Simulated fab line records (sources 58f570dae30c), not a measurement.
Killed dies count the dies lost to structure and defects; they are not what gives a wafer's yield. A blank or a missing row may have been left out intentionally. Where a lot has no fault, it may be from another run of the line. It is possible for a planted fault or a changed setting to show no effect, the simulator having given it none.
fab line records | flow berkeley_cmos170
[record] lots = 13 wafers = 39 last_day = 11
route steps=331 shown PWELL@48 FIELD@96 SPACER@171 M1@240
lots that met no fault: taken from a fault-free run of the same line
start_h: the number of hours between the record's first day and the start of the first shown wafer of the lot | wait_h: how many hours have passed since the lot's step before this one | " identical to the entry in the row above | L1.1+2: several wafers, shown together as one row | - value missing, or start not given | * or withheld: withheld | < > ~ a bound
route shown NAME@n: a module of which the file shows steps, and the number in the route of the first | usual: mean/standard deviation of fault-free wafers | same: alike in all rows | chamber/n: place in a boat | sites: per-site readings | _std_site: the standard deviation of these | _edge_site: inner sites' mean taken away from outer sites' mean | radius_mm: for every site, how far away it sits from the centre of the wafer | mask NAME#n: copy n | behind: the most recent tool/chamber to have shaped the wafer | hold: cause of the lot's hold/its duration in hours/its outcome | device: transistor that didn't switch, given as n, p or np | end of line: tests run on the same wafers once the route is complete | where a step has no rows: the recipe by itself | killed: count of dies lost to structure and defects at first sort (not the wafer's yield) | map: dies across one wafer; x = killed, . = not, _ = none there
set.NAME: the setting as run; set.NAME@STEP: as run at that earlier step | model.NAME: the simulator's own value behind a step, which no gauge read
route steps across a sampled set of lots; one table per step, one row per wafer
services: from which hour (start_h, from the record's first day; less than 0 if before it) a tool's chamber was out of use, for how many hours, and why
[[steps]]
[step UCB170_PWELL_ETCH_14]
[recipe] chemistry = CH3F/Ar/O2 target = Si3N4 stop_on = SiO2 CH3F_flow_sccm = 20 Ar_flow_sccm = 50 O2_flow_sccm = 7 pressure_mtorr = 50 rf_w = 450 target_depth_a = 2420 over_etch_frac = 0.1 time_s = 151
[usual] drypump_motor_current_A = 5.7/0.42 oes_product_au = 0.930/0.018 throttle_valve_pct = 8.09/0.11
// columns lot.wafer tool chamber start_h wait_h drypump_motor_current_A oes_product_au rf_hours_counter_h throttle_valve_pct
L993.2 rie_diel-04 0 56.48 0.0 5.2 0.922 20 8.01
L993.4 " 1 " " 6.0 0.918 61 8.05
L993.5 " 0 " " 5.2 0.903 - 8.02
L994.1 rie_diel-03 3 56.85 0.0 6.2 0.964 12 8.11
L994.2 " 2 " " 5.7 0.922 12 7.93
L994.4 " 0 " " 5.9 0.963 107 8.09
L995.1 rie_diel-02 1 56.89 0.0 6.0 0.919 154 8.22
L995.2 " 3 " " 5.6 0.949 39 8.05
L995.5 " 2 " " 5.6 0.927 - 8.25
L997.2 rie_diel-04 1 78.11 0.0 6.0 0.922 62 8.08
L997.5 " 1 " " 6.0 0.926 - 8.04
L997.6 " 2 " " 5.8 0.914 - 8.14
L100.1 rie_diel-04 0 85.00 0.0 5.2 0.918 22 8.02
L100.3 " 1 " " 6.0 0.936 62 8.07
L100.5 " 0 " " 5.2 0.926 - 8.02
L103.2 rie_diel-02 1 103.86 0.0 5.9 0.913 156 8.23
L103.4 " 3 " " 5.6 0.942 42 8.04
L103.5 " 0 " " 6.6 0.906 - 8.06
L104.1 rie_diel-04 2 107.20 0.0 5.8 0.936 43 8.14
L104.4 " 1 " " 6.0 0.926 63 8.07
L104.5 " 2 " " 5.8 0.924 - 8.16
L106.1 rie_diel-02 2 112.68 0.0 5.6 0.914 27 8.28
L106.4 " 3 " " 5.5 0.933 42 8.04
L106.5 " 1 " " 5.9 0.899 - 8.20
L107.1 rie_diel-02 3 118.26 0.0 5.5 0.946 43 8.04
L107.3 " 0 " " 6.6 0.919 8 8.05
L107.4 " 2 " " 5.6 0.943 27 8.26
L109.1 rie_diel-02 1 137.94 0.0 5.9 0.910 158 8.20
L109.2 " 0 " " 6.6 0.915 9 8.05
L109.6 " 1 " " 5.9 0.916 - 8.22
L112.2 rie_diel-04 3 159.85 0.0 5.1 0.957 56 7.88
L112.4 " 1 " " 6.0 0.915 65 8.07
L112.5 " 3 " " 5.1 0.952 - 7.88
L113.1 rie_diel-04 2 162.82 0.0 5.8 0.933 45 8.14
L113.4 " 0 " " 5.1 0.921 25 8.04
L113.5 " 1 " " 6.0 0.921 - 8.06
L115.3 rie_diel-04 0 169.18 0.0 5.2 0.914 25 8.02
L115.5 " 1 " " 6.0 0.922 - 8.05
L115.6 " 0 " " 5.1 0.915 - 8.03
[step UCB170_FIELD_THK_MEAS_90]
[recipe] reads = SiO2_of_FIELD_OXIDATION_01
[usual] FIELD_OXIDE_LEFT_1_THK = 438/11
// columns lot.wafer tool chamber start_h wait_h FIELD_OXIDE_LEFT_1_THK[nm]
L994.1 film_metro-01 - 102.87 0.0 442
L994.2 " - " " 438
L994.4 " - " " 441
L993.2 film_metro-04 - 105.76 0.0 460
L993.4 " - " " 451
L993.5 " - " " 450
L995.1 film_metro-04 - 105.81 0.1 465
L995.2 " - " " 464
L995.5 " - " " 467
L997.2 film_metro-03 - 117.12 0.0 426
L997.5 " - " " 431
L997.6 " - " " 410
L100.1 film_metro-03 - 132.49 0.0 435
L100.3 " - " " 443
L100.5 " - " " 434
L103.2 film_metro-03 - 149.34 0.1 436
L103.4 " - " " 430
L103.5 " - " " 449
L104.1 film_metro-03 - 159.81 0.0 433
L104.4 " - " " 433
L104.5 " - " " 430
L106.1 film_metro-01 - 162.79 0.0 450
L106.4 " - " " 452
L106.5 " - " " 458
L107.1 film_metro-04 - 162.79 0.0 441
L107.3 " - " " 442
L107.4 " - " " 438
L109.1 film_metro-03 - 181.53 0.0 442
L109.2 " - " " 439
L109.6 " - " " 443
L113.1 film_metro-01 - 207.09 0.0 424
L113.4 " - " " 415
L113.5 " - " " 419
L115.3 film_metro-04 - 207.17 0.1 430
L115.5 " - " " 445
L115.6 " - " " 439
L112.2 film_metro-01 - 207.45 0.0 439
L112.4 " - " " 426
L112.5 " - " " 432
[step UCB170_SPACER_CVD_00]
[recipe] material = SiO2 target_thk_nm = 376 temp_c = 390 precursor = TEOS/O2 time_s = 47 rf_w = 550 pressure_mtorr = 9000
[usual] heater_power_w = 281/56 pressure_mtorr = 9000/18
// columns lot.wafer tool chamber start_h wait_h heater_power_w pressure_mtorr
L994.1 pecvd-01 2 138.10 0.0 230 8975
L994.2 " 0 " " 345 8990
L994.4 " 0 " " 362 8984
L995.1 pecvd-02 2 145.54 0.0 243 8999
L995.2 " 0 " " 383 9007
L995.5 " 0 " " 297 9028
L993.2 pecvd-01 0 147.73 0.0 401 9004
L993.4 " 1 " " 283 9015
L993.5 " 0 " " 405 9004
L997.2 pecvd-04 2 159.83 0.0 229 8996
L997.5 " 0 " " 300 9017
L997.6 " 1 " " 242 9014
L100.1 pecvd-01 2 166.62 0.0 252 8996
L100.3 " 1 " " 280 9017
L100.5 " 0 " " 351 9010
L103.2 pecvd-01 2 191.95 0.0 219 9021
L103.4 " 0 " " 289 8974
L103.5 " 1 " " 211 9032
L106.1 pecvd-02 1 201.40 0.0 225 8990
L106.4 " 1 " " 240 9008
L106.5 " 0 " " 390 9039
L104.1 pecvd-04 1 201.59 0.0 341 8990
L104.4 " 0 " " 284 8998
L104.5 " 2 " " 300 9023
L107.1 pecvd-02 0 201.99 0.0 351 8999
L107.3 " 1 " " 230 9005
L107.4 " 0 " " 356 9001
L109.1 pecvd-01 2 215.92 0.0 198 8983
L109.2 " 0 " " 355 8966
L109.6 " 0 " " 366 8964
L112.2 pecvd-01 0 234.27 0.0 377 8997
L112.4 " 0 " " 387 9005
L112.5 " 2 " " 242 9011
L113.1 pecvd-04 0 235.44 0.0 274 9002
L113.4 " 1 " " 341 8986
L113.5 " 2 " " 267 8979
L115.3 pecvd-02 1 235.52 0.0 282 8991
L115.5 " 1 " " 286 9008
L115.6 " 2 " " 253 9000
[step UCB170_SPACER_THK_MEAS_01]
[recipe] reads = SiO2_of_SPACER_CVD_00
[usual] SPACER_TEOS_THK = 375/4.8
// columns lot.wafer tool chamber start_h wait_h SPACER_TEOS_THK[nm]
L994.1 film_metro-04 - 138.14 0.0 366
L994.2 " - " " 377
L994.4 " - " " 380
L995.1 film_metro-02 - 145.58 0.0 373
L995.2 " - " " 374
L995.5 " - " " 381
L993.2 film_metro-03 - 147.78 0.0 376
L993.4 " - " " 372
L993.5 " - " " 376
L997.2 film_metro-03 - 159.88 0.0 372
L997.5 " - " " 372
L997.6 " - " " 376
L100.1 film_metro-04 - 166.66 0.0 371
L100.3 " - " " 367
L100.5 " - " " 378
L103.2 film_metro-03 - 192.01 0.0 370
L103.4 " - " " 378
L103.5 " - " " 372
L106.1 film_metro-04 - 201.45 0.0 373
L106.4 " - " " 375
L106.5 " - " " 379
L104.1 film_metro-03 - 201.64 0.0 371
L104.4 " - " " 382
L104.5 " - " " 380
L107.1 film_metro-03 - 202.04 0.0 377
L107.3 " - " " 373
L107.4 " - " " 381
L109.1 film_metro-03 - 215.96 0.0 370
L109.2 " - " " 371
L109.6 " - " " 378
L112.2 film_metro-04 - 234.32 0.0 394
L112.4 " - " " 395
L112.5 " - " " 373
L113.1 film_metro-03 - 235.49 0.0 373
L113.4 " - " " 375
L113.5 " - " " 382
L115.3 film_metro-02 - 235.59 0.0 367
L115.5 " - " " 372
L115.6 " - " " 373
[step UCB170_M1_THK_MEAS_02]
[recipe] thk_meas_gauge = xrf reads = Al_of_M1_SPUTTER_00
[usual] M1_AL_THK = 620/9.1
// columns lot.wafer tool chamber start_h wait_h M1_AL_THK[nm]
L994.1 film_metro-02 - 155.03 0.1 624
L994.2 " - " " 626
L994.4 " - " " 610
L995.1 film_metro-02 - 158.93 0.1 615
L995.2 " - " " 619
L995.5 " - " " 611
L993.2 film_metro-01 - 164.79 0.1 622
L993.4 " - " " 620
L993.5 " - " " 625
L997.2 film_metro-02 - 176.99 0.1 601
L997.5 " - " " 611
L997.6 " - " " 607
L100.1 film_metro-02 - 187.40 0.1 616
L100.3 " - " " 614
L100.5 " - " " 618
L103.2 film_metro-03 - 205.76 0.1 632
L103.4 " - " " 630
L103.5 " - " " 629
L104.1 film_metro-03 - 219.50 0.1 626
L104.4 " - " " 629
L104.5 " - " " 630
L106.1 film_metro-01 - 219.77 0.1 601
L106.4 " - " " 620
L106.5 " - " " 605
L107.1 film_metro-02 - 220.73 0.1 625
L107.3 " - " " 630
L107.4 " - " " 627
L109.1 film_metro-02 - 230.12 0.1 599
L109.2 " - " " 600
L109.6 " - " " 592
L115.3 film_metro-03 - 250.65 0.1 628
L115.5 " - " " 620
L115.6 " - " " 625
L112.2 film_metro-03 - 254.81 0.1 634
L112.4 " - " " 622
L112.5 " - " " 629
L113.1 film_metro-01 - 254.98 0.1 610
L113.4 " - " " 611
L113.5 " - " " 604
[[services]]
// columns tool chamber start_h hours kind
rie_diel-04 - 40.50 0.7 repair
pecvd-02 - 66.94 1.1 repair
rie_diel-03 0 71.74 3.8 repair
rie_diel-03 3 103.48 9.1 repair
rie_diel-04 0 108.54 2.5 repair
rie_diel-03 - 108.58 15.6 pm
rie_diel-04 2 132.72 11.0 repair
pecvd-02 - 135.18 6.0 pm
rie_diel-02 1 152.47 11.8 repair
rie_diel-02 1 164.28 - clean
rie_diel-02 1 164.28 16.7 scheduled_down
rie_diel-02 1 164.28 16.7 vent_cycle
pecvd-04 0 164.69 3.6 repair
rie_diel-04 - 167.47 0.9 repair
rie_diel-04 - 167.60 0.9 repair
rie_diel-03 1 183.67 11.2 repair
rie_diel-03 0 188.76 38.8 repair
rie_diel-02 - 189.39 14.6 pm
pecvd-04 - 202.56 2.8 pm
pecvd-01 1 206.72 2.3 repair
pecvd-04 2 225.78 5.4 repair
pecvd-02 - 233.26 1.6 repair
[[key]]
[first_sign] step = UCB170_SPACER_THK_MEAS_01 reading = SPACER_TEOS_THK direction = up sigmas = 4.1 usual = 375 struck = 394
effect none on later readings
met_at UCB170_SPACER_CVD_00
struck_lots L112
struck_wafers L112.2,L112.4
tester_left_out L112
not_acting_at UCB170_PWELL_ETCH_14,UCB170_FIELD_THK_MEAS_90,UCB170_M1_THK_MEAS_02
onset_between 215.92 234.27
[fault] kind = process_parameter_drift tool = pecvd-01 chamber = 0 onset_h = 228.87 steps = UCB170_SPACER_CVD_00 channel = target_thk_nm offset = 17.322 shape = step end_h = 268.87 acts_in = these_recipes_only stated = 376
// tester_left_out: of these lots the tester's yield and bins aren't shown, on N5 and GAA mostly nor the transistor test; their killed dies are dies lost to structure and defects alone, not to doping, threshold or leakage, so they don't give the yield
